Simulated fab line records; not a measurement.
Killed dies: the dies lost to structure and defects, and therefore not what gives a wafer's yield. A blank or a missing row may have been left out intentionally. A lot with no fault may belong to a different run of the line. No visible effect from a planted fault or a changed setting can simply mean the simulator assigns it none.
Chamber matching | flow berkeley-cmos170 | wet-bench-03 running UCB170_M3_STRIP_08: 3 sister chambers
The step strips KrF in DMSO, time 600 s. 3 wafers are shown with their chamber, then 4 later ones without.

== WAFERS, EACH WITH ITS CHAMBER ==
wafer  | chamber | bath-guard-temp-C (C)
L284.5 | 3       | 79.7
L287.3 | 1       | 80.3
L295.4 | 0       | 80.0

== WAFERS WHOSE CHAMBER IS MISSING ==
wafer  | bath-guard-temp-C (C)
L295.6 | 80.5
L306.1 | 80.3
L306.2 | 80.3
L306.4 | 80.2

== WHICH CHAMBER EACH WENT THROUGH ==
wafer  | from the rows above     | in truth
L295.6 | 1                       | 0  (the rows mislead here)
L306.1 | 1                       | 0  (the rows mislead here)
L306.2 | 1                       | 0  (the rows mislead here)
L306.4 | can't be placed: 1 or 0 | 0
Correct placement for 0 of the 4. Unplaceable from these rows: 1, with the true chamber sitting among the candidates in 1. 3 placed wrongly.
How it was worked out, from the rows above alone: a wafer's distance from a chamber is the root of the sum, over the readings, of the square of ((its reading less the chamber's mean) divided by the reading's scatter). If the next closest chamber is less than 2 further off than the closest, the wafer can't be placed; otherwise it belongs to the closest. Each chamber's mean is taken over the wafers shown for it. The scatter: with one shown wafer a chamber, the root of the mean of the squares of how far each hidden wafer lies from its nearest shown one.
